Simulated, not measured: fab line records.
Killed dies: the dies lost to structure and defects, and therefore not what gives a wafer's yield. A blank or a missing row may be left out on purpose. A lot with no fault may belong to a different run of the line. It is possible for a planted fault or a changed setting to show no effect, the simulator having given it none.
fab line records | flow ritCmos
record lots=7 wafers=21 lastDay=7
route steps=202 shown SILICIDE@163 CONTACT@168 M1@202
lots with no fault: from the same line, run without faults
startH: hours from the record's first day to the start of the lot's first wafer shown | waitH: hours from the lot's prior step to this one | " repeats the value in the row above | L1.1+2: several wafers, shown together as one row | - either no value or no given start | * or withheld: withheld | < > ~ a bound
route shown NAME@n: NAME is a module with steps in the file, n the number in the route of the first one | usual: average and standard deviation across the fault-free wafers | same: alike in all rows | chamber/n: place in a boat | sites: each site's reading | _std_site: their standard deviation | _edge_site: inner sites' mean taken away from outer sites' mean | radiusMm: for every site, how far away it sits from the centre of the wafer | mask NAME#n: copy n | behind: the last tool/chamber to shape the wafer | hold: why the lot was held/for how many hours/how that ended | device: transistor that didn't switch, given as n, p or np | end of line: tests run on the same wafers once the route is complete | for a step that has no rows: nothing shown but its recipe | killed: dies lost to structure and defects at the first sort, not the wafer's yield | map: per-die view of a wafer (x killed, . not killed, _ where there is no die)
set.NAME: the run value of the setting; set.NAME@STEP: its run value at that earlier step | model.NAME: the simulator's own value behind a step, which no gauge read
lots at selected steps of the route; one table per step, one row per wafer
services: when a tool's chamber went out of use (startH, in hours from the record's first day, below 0 if earlier), for how many hours, and the reason
## steps
# step RIT_SILICIDE_RS_MEAS_02
# recipe thkMeasGauge=four-point-probe reads=Ti_of_SILICIDE_SPUTTER_01
# usual SILICIDE_TI_RS=48.0/0.67
# columns lot.wafer tool chamber startH waitH SILICIDE_TI_RS[ohm/sq]
L633.2 filmMetro-02 - 95.98 0.1 48.4
L633.3 " - " " 48.6
L633.6 " - " " 48.2
L635.1 filmMetro-01 - 105.11 0.1 47.7
L635.2 " - " " 48.2
L635.4 " - " " 47.8
L636.1 filmMetro-02 - 110.33 0.1 47.7
L636.2 " - " " 47.6
L636.6 " - " " 48.8
L637.1 filmMetro-01 - 116.18 0.1 47.1
L637.4 " - " " 47.6
L637.6 " - " " 47.5
L638.1 filmMetro-01 - 120.60 0.1 49.0
L638.4 " - " " 48.2
L638.6 " - " " 49.5
L639.1 filmMetro-02 - 126.25 0.1 47.5
L639.2 " - " " 47.9
L639.5 " - " " 48.0
L646.2 filmMetro-02 - 160.14 0.1 48.6
L646.4 " - " " 47.6
L646.6 " - " " 47.9
# step RIT_SILICIDE_THK_MEAS_03
# recipe thkMeasGauge=xrf reads=Ti_of_SILICIDE_SPUTTER_01
# usual SILICIDE_TI_THK=30.1/0.38
# columns lot.wafer tool chamber startH waitH SILICIDE_TI_THK[nm]
L633.2 filmMetro-02 - 96.09 0.1 30.1
L633.3 " - " " 29.9
L633.6 " - " " 30.2
L635.1 filmMetro-01 - 105.23 0.1 30.3
L635.2 " - " " 30.0
L635.4 " - " " 30.2
L636.1 filmMetro-02 - 110.45 0.1 30.4
L636.2 " - " " 30.5
L636.6 " - " " 29.9
L637.1 filmMetro-01 - 116.30 0.1 30.6
L637.4 " - " " 30.2
L637.6 " - " " 30.4
L638.1 filmMetro-01 - 120.72 0.1 29.4
L638.4 " - " " 29.8
L638.6 " - " " 29.2
L639.1 filmMetro-02 - 126.37 0.1 30.4
L639.2 " - " " 30.3
L639.5 " - " " 30.1
L646.2 filmMetro-02 - 160.25 0.1 30.0
L646.4 " - " " 30.4
L646.6 " - " " 30.3
# step RIT_SILICIDE_RTA_04
# recipe tempC=650 timeS=10 idleTempC=25 rampUpS=5 rampDownS=5 coolToC=25 ambient=N2
# usual wafer_temp_C_max=652.6/0.52
# columns lot.wafer tool chamber startH waitH wafer_temp_C_max
L633.2 rtpAnneal-01 0 96.15 0.1 652.8
L633.3 " 0 " " 652.0
L633.6 " 0 " " 652.9
L635.1 rtpAnneal-01 0 105.29 0.1 651.9
L635.2 " 0 " " 652.7
L635.4 " 0 " " 652.3
L636.1 rtpAnneal-02 0 110.51 0.1 652.5
L636.2 " 0 " " 651.1
L636.6 " 0 " " 652.2
L637.1 rtpAnneal-01 0 116.36 0.1 652.0
L637.4 " 0 " " 653.2
L637.6 " 0 " " 652.6
L638.1 rtpAnneal-02 0 120.78 0.1 652.8
L638.4 " 0 " " 652.0
L638.6 " 0 " " 652.8
L639.1 rtpAnneal-01 0 126.43 0.1 652.4
L639.2 " 0 " " 653.3
L639.5 " 0 " " 652.9
L646.2 rtpAnneal-02 0 160.31 0.1 652.7
L646.4 " 0 " " 651.7
L646.6 " 0 " " 652.8
# step RIT_SILICIDE_WET_ETCH_05
# recipe chemistry=SPM target=Ti tempC=90 timeS=120 dry=n2Spin
# step RIT_SILICIDE_RTA_06
# recipe tempC=750 timeS=10 idleTempC=25 rampUpS=5 rampDownS=10 coolToC=25 ambient=N2
# usual wafer_temp_C_max=752.9/0.52
# columns lot.wafer tool chamber startH waitH wafer_temp_C_max
L633.2 rtpAnneal-02 0 96.26 0.0 754.0
L633.3 " 0 " " 752.6
L633.6 " 0 " " 753.5
L635.1 rtpAnneal-02 0 105.40 0.0 753.3
L635.2 " 0 " " 753.0
L635.4 " 0 " " 752.6
L636.1 rtpAnneal-01 0 110.62 0.0 752.8
L636.2 " 0 " " 752.7
L636.6 " 0 " " 752.7
L637.1 rtpAnneal-02 0 116.47 0.0 753.2
L637.4 " 0 " " 753.3
L637.6 " 0 " " 753.1
L638.1 rtpAnneal-01 0 120.89 0.0 752.1
L638.4 " 0 " " 753.1
L638.6 " 0 " " 753.8
L639.1 rtpAnneal-02 0 126.54 0.0 753.2
L639.2 " 0 " " 752.2
L639.5 " 0 " " 752.5
L646.2 rtpAnneal-01 0 160.43 0.0 752.5
L646.4 " 0 " " 753.1
L646.6 " 0 " " 753.4
# step RIT_CONTACT_CVD_00
# recipe material=SiO2 targetThkNm=400 precursor=TEOS tempC=390 timeS=61 rfW=400
# usual heaterPowerW=341/65
# columns lot.wafer tool chamber startH waitH heaterPowerW
L633.2 pecvd-04 0 96.32 0.0 310
L633.3 " 1 " " 329
L633.6 " 1 " " 343
L635.1 pecvd-02 2 105.46 0.1 315
L635.2 " 0 " " 293
L635.4 " 1 " " 450
L636.1 pecvd-04 1 110.68 0.1 318
L636.2 " 2 " " 474
L636.6 " 2 " " 371
L637.1 pecvd-01 0 116.53 0.1 298
L637.4 " 2 " " 418
L637.6 " 1 " " 256
L638.1 pecvd-02 1 120.96 0.1 450
L638.4 " 0 " " 267
L638.6 " 2 " " 300
L639.1 pecvd-04 1 126.61 0.1 335
L639.2 " 0 " " 249
L639.5 " 0 " " 270
L646.2 pecvd-01 2 160.48 0.0 439
L646.4 " 0 " " 249
L646.6 " 1 " " 310
# step RIT_CONTACT_THK_MEAS_01
# recipe reads=SiO2_of_CONTACT_CVD_00
# usual CONTACT_TEOS_THK=401/4.7
# columns lot.wafer tool chamber startH waitH CONTACT_TEOS_THK[nm]
L633.2 filmMetro-04 - 96.38 0.0 403
L633.3 " - " " 400
L633.6 " - " " 405
L635.1 filmMetro-03 - 105.51 0.0 399
L635.2 " - " " 400
L635.4 " - " " 407
L636.1 filmMetro-03 - 110.74 0.0 392
L636.2 " - " " 398
L636.6 " - " " 401
L637.1 filmMetro-02 - 116.58 0.0 399
L637.4 " - " " 407
L637.6 " - " " 404
L638.1 filmMetro-02 - 121.01 0.0 404
L638.4 " - " " 400
L638.6 " - " " 401
L639.1 filmMetro-03 - 126.66 0.0 396
L639.2 " - " " 395
L639.5 " - " " 400
L646.2 filmMetro-03 - 160.54 0.0 400
L646.4 " - " " 404
L646.6 " - " " 408
# step RIT_CONTACT_HMDS_02
# recipe primeTimeS=60 primeTempC=140
# step RIT_CONTACT_COAT_03
# recipe resist=NOVOLAK spinRpm=3250 resistThkNm=1000
# step RIT_CONTACT_SOFTBAKE_04
# recipe resist=NOVOLAK tempC=90 timeS=60
# step RIT_CONTACT_EXPOSE_05
# recipe maskId=M11 na=0.6 sourceShape=conventional sigmaOuter=0.5 targetCdNm=1000 doseMj=250
# step RIT_CONTACT_PEB_06
# recipe resist=NOVOLAK tempC=withheld timeS=withheld
# step RIT_CONTACT_DEVELOP_07
# recipe resist=NOVOLAK developTimeS=120 devTempC=23
# usual developerTempC=23.03/0.099
# columns lot.wafer tool chamber startH waitH developerTempC
L633.2 lithoTrack-01 0 97 - 23.10
L633.3 " 0 " " 23.11
L633.6 " 0 " " 23.16
L635.1 lithoTrack-01 0 106 - 23.09
L635.2 " 0 " " 23.03
L635.4 " 0 " " 22.88
L636.1 lithoTrack-01 0 111 - 25.41
L636.2 " 0 " " 25.39
L636.6 " 0 " " 25.32
L637.1 lithoTrack-01 0 117 - 25.37
L637.4 " 0 " " 25.37
L637.6 " 0 " " 25.40
L638.1 lithoTrack-03 0 121 - 23.13
L638.4 " 0 122 - 23.05
L638.6 " 0 " " 22.98
L639.1 lithoTrack-01 0 127 - 25.39
L639.2 " 0 " " 25.40
L639.5 " 0 " " 25.41
L646.2 lithoTrack-03 0 161 - 23.04
L646.4 " 0 " " 23.02
L646.6 " 0 " " 23.04
# step RIT_CONTACT_CD_MEAS_08
# recipe targetCdNm=1000
# usual cdNm=1000.0/2.9
# columns lot.wafer tool chamber startH waitH cdNm
L633.2 cdSem-01 - 97.41 - 1001.9
L633.3 " - " " 1004.7
L633.6 " - " " 1003.8
L635.1 cdSem-01 - 106.54 - 1000.5
L635.2 " - " " 1001.1
L635.4 " - " " 1000.5
L636.1 cdSem-01 - 111.76 - 984.5
L636.2 " - " " 989.7
L636.6 " - " " 985.8
L637.1 cdSem-02 - 117.61 - 988.3
L637.4 " - " " 987.8
L637.6 " - " " 986.8
L638.1 cdSem-02 - 122.16 - 994.6
L638.4 " - " " 996.5
L638.6 " - " " 995.8
L639.1 cdSem-02 - 127.69 - 989.9
L639.2 " - " " 991.2
L639.5 " - " " 993.2
L646.2 cdSem-01 - 161.58 - 1001.1
L646.4 " - " " 1000.9
L646.6 " - " " 1001.5
# step RIT_CONTACT_OVL_MEAS_09
# usual CONTACT_OVL=-0.5/1.7
# columns lot.wafer tool chamber startH waitH CONTACT_OVL[nm]
L633.2 overlay-01 - 97.52 0.1 -0.5
L633.3 " - " " -0.6
L633.6 " - " " 0.3
L635.1 overlay-01 - 106.66 0.1 -0.2
L635.2 " - " " -1.0
L635.4 " - " " -1.0
L636.1 overlay-02 - 111.88 0.1 -0.6
L636.2 " - " " -0.4
L636.6 " - " " 0.1
L637.1 overlay-01 - 117.73 0.1 -0.8
L637.4 " - " " -0.1
L637.6 " - " " 0.0
L638.1 overlay-02 - 122.28 0.1 -4.8
L638.4 " - " " -3.5
L638.6 " - " " -3.1
L639.1 overlay-01 - 127.81 0.1 -0.9
L639.2 " - " " -0.9
L639.5 " - " " -1.6
L646.2 overlay-01 - 161.69 0.1 0.5
L646.4 " - " " 0.7
L646.6 " - " " 0.2
# step RIT_CONTACT_HARDBAKE_10
# recipe resist=NOVOLAK tempC=140 timeS=60
# step RIT_CONTACT_ETCH_11
# recipe targetDepthA=4800 overEtchFrac=0.2 stopOn=TiSi2 chemistry=CHF3/CF4/Ar target=SiO2 CHF3_flow_sccm=50 cf4FlowSccm=10 Ar_flow_sccm=100 O2_flow_sccm=5 pressureMtorr=100 rfW=200 timeS=320
# usual chamberPressureMTorr=99.99/0.095 drypumpMotorCurrentA=5.6/0.67 oesProductAu=0.990/0.014 throttleValvePct=8.88/0.12
# columns lot.wafer tool chamber startH waitH chamberPressureMTorr drypumpMotorCurrentA oesProductAu rfHoursCounterH throttleValvePct model.CONTACT.cdNm
L633.2 rieDiel-02 1 97.70 0.1 100.07 5.7 0.987 4 8.76 1002
L633.3 " 0 " " 100.10 6.4 1.001 115 8.57 1005
L633.6 " 1 " " 100.09 5.7 0.997 - 8.75 1004
L635.1 rieDiel-03 1 106.85 0.1 99.89 4.8 0.953 1 8.95 1000
L635.2 " 0 " " 99.80 5.8 1.003 2 8.94 1001
L635.4 " 2 " " 99.99 4.7 0.974 110 8.82 1000
L636.1 rieDiel-03 3 112.07 0.1 99.87 5.1 0.985 44 8.91 984.1
L636.2 " 0 " " 100.03 5.8 1.009 2 8.94 989.8
L636.6 " 3 " " 99.96 5.1 0.983 - 8.92 985.5
L637.1 rieDiel-01 3 117.92 0.1 100.09 6.6 0.998 1 8.82 988.8
L637.4 " 2 " " 99.98 5.2 0.995 60 8.99 987.8
L637.6 " 0 " " 100.09 5.1 0.991 - 8.76 987
L638.1 rieDiel-02 0 122.46 0.1 99.95 6.4 0.999 116 8.58 994.2
L638.4 " 3 " " 99.75 5.7 0.987 56 8.90 996.2
L638.6 " 3 " " 99.87 5.7 0.990 - 8.91 995.5
L639.1 rieDiel-02 2 127.99 0.1 100.00 6.0 1.015 93 9.01 990
L639.2 " 0 " " 99.95 6.4 0.998 116 8.58 991
L639.5 " 3 " " 99.93 5.7 0.974 - 8.91 992.8
L646.2 rieDiel-01 3 161.87 0.1 99.83 6.6 0.989 2 8.83 1001
L646.4 " 1 " " 100.11 6.6 1.001 7 8.99 1000
L646.6 " 2 " " 99.94 5.2 0.990 - 8.97 1001
# step RIT_CONTACT_STRIP_12
# recipe chemistry=O2 timeS=180 resist=NOVOLAK platenTempC=withheld powerW=500 pressureMtorr=4000 o2FlowSccm=4000
# usual chamberPressureMTorr=4000/3.7 drypumpMotorCurrentA=5.5/0.39
# columns lot.wafer tool chamber startH waitH chamberPressureMTorr drypumpMotorCurrentA rfHoursCounterH
L633.2 plasmaAsher-01 1 97.89 0.1 4001 6.2 46
L633.3 " 1 " " 4007 6.2 -
L633.6 " 0 " " 4002 5.5 -
L635.1 plasmaAsher-03 0 107.04 0.1 4001 5.4 48
L635.2 " 1 " " 4001 5.1 48
L635.4 " 1 " " 4000 5.1 -
L636.1 plasmaAsher-03 0 112.26 0.1 4001 5.4 49
L636.2 " 1 " " 3996 5.1 49
L636.6 " 1 " " 3993 5.1 -
L637.1 plasmaAsher-03 1 118.11 0.1 4001 5.1 50
L637.4 " 0 " " 4002 5.4 -
L637.6 " 0 " " 3997 5.4 -
L638.1 plasmaAsher-01 1 122.66 0.1 3997 6.2 1
L638.4 " 1 " " 3995 6.2 -
L638.6 " 1 " " 4003 6.2 -
L639.1 plasmaAsher-04 1 128.19 0.1 4003 5.3 34
L639.2 " 0 " " 3996 5.5 34
L639.5 " 1 " " 4004 5.2 -
L646.2 plasmaAsher-03 0 162.06 0.1 4001 5.4 54
L646.4 " 0 " " 3999 5.4 -
L646.6 " 0 " " 3997 5.4 -
# step RIT_M1_PROBE_99
# usual killedAtContacts=0.1/0.31 killedAtFrontEnd=7/3.1 killedDies=7/3.1 killedOpen=3.3/1.9 killedShort=3.3/2
# same grossDies=264 killed_at_M0_to_M3=0 killed_at_M4_up=0 killedAtBackSide=0 killedAtOther=0
# columns lot.wafer tool chamber startH waitH killedAtContacts killedAtFrontEnd killedDies killedOpen killedShort model.etest.contactToGate.bvLeftV model.etest.contactToGate.bvRightV
L633.2 prober-01 - 103.44 0.1 0 8 8 6 2 89.73 92.3
L633.3 prober-01 - 103.49 0.2 0 4 4 2 2 88.41 88.21
L633.6 prober-01 - 103.64 0.2 0 3 3 1 2 88.3 89.14
L635.1 prober-01 - 112.50 0.1 0 10 10 6 4 93.31 93.06
L635.2 prober-01 - 112.55 0.1 0 15 15 9 6 89.98 92.6
L635.4 prober-01 - 112.65 0.2 0 4 4 1 3 88.21 92.64
L636.1 prober-01 - 117.19 0.1 0 9 9 5 4 93.1 92.83
L636.2 prober-01 - 117.24 0.1 0 8 8 4 4 93.72 94.2
L636.6 prober-01 - 117.44 0.2 0 6 6 3 3 93.23 91.32
L637.1 prober-01 - 122.77 0.1 0 7 7 3 4 91.54 92.03
L637.4 prober-01 - 122.92 0.2 0 4 4 2 2 96.56 92.44
L637.6 prober-01 - 123.02 0.2 0 8 8 4 4 95.27 96.06
L638.1 prober-01 - 127.60 0.1 0 7 7 5 2 94.11 93.47
L638.4 prober-01 - 127.75 0.2 0 1 1 0 1 89.55 91.68
L638.6 prober-01 - 127.85 0.2 0 8 8 5 3 92.11 92.47
L639.1 prober-01 - 133.05 0.1 0 0 0 0 0 96.56 92.08
L639.2 prober-01 - 133.10 0.1 0 3 3 2 1 93.36 90.86
L639.5 prober-01 - 133.25 0.2 0 6 6 3 3 90.17 91.58
L646.2 prober-01 - 166.91 0.1 0 6 6 5 1 90.25 91.07
L646.4 prober-01 - 167.01 0.2 1 3 4 3 1 90.06 90.53
L646.6 prober-01 - 167.11 0.2 0 7 7 3 4 92.97 91.93
# killed by level:class
L633.2 GATE:geometricParticle:open=3 FOX1:geometricParticle:short=1 FOX1:geometricParticle:open=1 REOX:geometricParticle:open=1 SPACER:geometricParticle:open=1 SILICIDE:geometricParticle:short=1
L633.3 GATE:geometricParticle:short=2 FOX1:geometricParticle:open=1 FOX2:geometricParticle:open=1
L633.6 SPACER:geometricParticle:short=2 REOX:geometricParticle:open=1
L635.1 GATE:geometricParticle:open=4 GATE:geometricParticle:short=3 SPACER:geometricParticle:open=2 SPACER:geometricParticle:short=1
L635.2 FOX1:geometricParticle:open=3 GATE:geometricParticle:short=3 GATE:geometricParticle:open=2 SPACER:geometricParticle:open=2 FOX1:geometricParticle:short=1 SPACER:geometricParticle:short=1 FOX2:geometricParticle:open=1 REOX:geometricParticle:open=1
L635.4 GATE:geometricParticle:short=2 SPACER:geometricParticle:short=1 SILICIDE:geometricParticle:open=1
L636.1 FOX1:geometricParticle:open=2 REOX:geometricParticle:open=2 SILICIDE:geometricParticle:short=2 FOX1:geometricParticle:short=1 GATE:geometricParticle:short=1 GATE:geometricParticle:open=1
L636.2 SILICIDE:geometricParticle:short=3 GATE:geometricParticle:open=2 REOX:geometricParticle:short=1 REOX:geometricParticle:open=1 SILICIDE:geometricParticle:open=1
L636.6 GATE:geometricParticle:open=2 GATE:geometricParticle:short=2 FOX2:geometricParticle:open=1 SILICIDE:geometricParticle:short=1
L637.1 GATE:geometricParticle:short=2 REOX:geometricParticle:open=2 SILICIDE:geometricParticle:short=1 REOX:geometricParticle:short=1 SILICIDE:geometricParticle:open=1
L637.4 FOX1:geometricParticle:short=1 GATE:geometricParticle:open=1 SPACER:geometricParticle:short=1 SILICIDE:geometricParticle:open=1
L637.6 GATE:geometricParticle:short=3 FOX2:geometricParticle:open=2 GATE:geometricParticle:open=2 SPACER:geometricParticle:short=1
L638.1 GATE:geometricParticle:open=2 SILICIDE:geometricParticle:open=2 FOX1:geometricParticle:short=1 REOX:geometricParticle:open=1 REOX:geometricParticle:short=1
L638.4 SPACER:geometricParticle:short=1
L638.6 SPACER:geometricParticle:open=3 FOX1:geometricParticle:short=2 FOX2:geometricParticle:open=1 GATE:geometricParticle:short=1 REOX:geometricParticle:open=1
L639.1
L639.2 REOX:geometricParticle:short=1 REOX:geometricParticle:open=1 SPACER:geometricParticle:open=1
L639.5 GATE:geometricParticle:short=2 FOX1:geometricParticle:open=1 FOX2:geometricParticle:open=1 GATE:geometricParticle:open=1 REOX:geometricParticle:short=1
L646.2 FOX1:geometricParticle:open=3 SILICIDE:geometricParticle:open=2 SPACER:geometricParticle:short=1
L646.4 FOX1:geometricParticle:open=1 REOX:geometricParticle:short=1 REOX:geometricParticle:open=1 CONTACT:geometricParticle:open=1
L646.6 FOX2:geometricParticle:short=3 SILICIDE:geometricParticle:open=2 GATE:geometricParticle:open=1 SILICIDE:geometricParticle:short=1
## services
# columns tool chamber startH hours kind
pecvd-01 - 75.59 2.3 repair
plasmaAsher-01 - 108.75 9.0 pm
plasmaAsher-01 0 108.75 9.0 ventCycle
plasmaAsher-01 1 108.75 9.0 ventCycle
plasmaAsher-01 - 111.80 4.2 repair
plasmaAsher-01 0 117.75 - clean
plasmaAsher-01 1 117.75 - clean
rieDiel-01 2 134.59 16.3 repair
pecvd-01 0 142.86 4.2 repair
rieDiel-02 - 159.72 0.4 repair
## key
firstSign step=RIT_CONTACT_DEVELOP_07 reading=developerTempC direction=up sigmas=24 usual=* struck=*
effect step=RIT_CONTACT_CD_MEAS_08 reading=cdNm direction=down sigmas=3.9 usual=1000.0 struck=988.6 through=controlLoop
modelEffect step=RIT_CONTACT_ETCH_11 value=CONTACT.cdNm without=999.9 struck=988.5
modelEffect step=RIT_M1_PROBE_99 value=etest.contactToGate.bvLeftV without=90.88 struck=93.72
metAt RIT_CONTACT_DEVELOP_07
struckWafers L636.1,L636.2,L636.6,L637.1,L637.4,L637.6,L639.1,L639.2,L639.5
testerLeftOut L636,L637,L639
loopTrim step=RIT_CONTACT_EXPOSE_05 setting=dose lots=L637
onsetBetween 106 111
fault kind=processParameterDrift tool=lithoTrack-01 chamber=- onsetH=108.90 steps=RIT_CONTACT_DEVELOP_07 channel=devTempC offset=* shape=step endH=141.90 actsIn=* stated=*
# testerLeftOut: of these lots the tester's yield and bins aren't shown, on N5 and GAA mostly nor the transistor test; their killed dies are dies lost to structure and defects alone, not to doping, threshold or leakage, so they don't give the yield
# loopTrim: a control loop set the setting to another value than it would have without faults
